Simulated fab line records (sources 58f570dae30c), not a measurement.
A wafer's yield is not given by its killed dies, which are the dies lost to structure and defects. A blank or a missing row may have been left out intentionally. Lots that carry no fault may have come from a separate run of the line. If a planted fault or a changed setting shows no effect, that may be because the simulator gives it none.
The same fault as seen by 2 desks ; flow berkeley-cmos170 ; every desk sees just its own numbers, and what lay behind them comes last

THE TOOL OWNER'S DESK: plasma-asher-01
The tool's own readings at UCB170_CONTACT_STRIP_06 (strips in O2): means of the sampled wafers that have a number, for each lot that ran on this tool. Any lot whose mean is over 4 standard deviations away from the usual mean is out of limits and marked OUT; that distance is given in the brackets.
Columns: A = drypump-motor-current-A at UCB170_CONTACT_STRIP_06, usual 5.67 A; B = oes-product-au at UCB170_CONTACT_STRIP_06, usual 0.735 a.u.; C = strip-time-to-endpoint-s at UCB170_CONTACT_STRIP_06, usual 21.99 s
lot;first seen here;A;B;C
L233;day 9 09:53;5.90;0.735;22.05
L235;day 9 13:24;5.90;0.738;21.95
L234;day 9 14:16;5.92;0.736;21.95
L236;day 9 15:09;5.92;0.733;22.01
L238;day 10 04:03;5.57;0.731;21.92
Result from this desk: across the 5 lots, nothing is out of limits.

AT THE METROLOGY DESK
Lot by lot, what the gauges showed, no matter which tool ran the lot: averages of those sampled wafers that carry a number. Any lot whose mean is over 4 standard deviations away from the usual mean is out of limits and marked OUT; that distance is given in the brackets.
Columns: A = NWELL_NITRIDE_THK at UCB170_NWELL_THK_MEAS_05, usual 224.2 nm; B = NLDD_OVL at UCB170_NLDD_OVL_MEAS_07, usual -1 nm
lot;first seen here;A;B
L229;day 2 10:11;223.8;3
L228;day 2 10:12;223.0;1
L232;day 3 03:40;225.3;-3
L233;day 3 12:01;225.0;-8
L234;day 3 20:40;226.6;0
L235;day 3 20:40;225.6;-8
L236;day 4 02:50;224.3;3
L237;day 4 09:19;227.9;0
L238;day 4 19:32;227.1;3
L246;day 5 23:46;225.5;-2
L248;day 6 17:24;222.6;-5
L250;day 6 17:25;223.0;0
L249;day 6 17:28;223.3;-6
L251;day 7 06:58;222.8;-9
Result from this desk: across the 14 lots, nothing is out of limits.

BROUGHT TOGETHER
The desk of the tool owner found nothing out of limits.
Metrology desk: nothing out of limits seen.

WHAT THE SIMULATOR PUT IN
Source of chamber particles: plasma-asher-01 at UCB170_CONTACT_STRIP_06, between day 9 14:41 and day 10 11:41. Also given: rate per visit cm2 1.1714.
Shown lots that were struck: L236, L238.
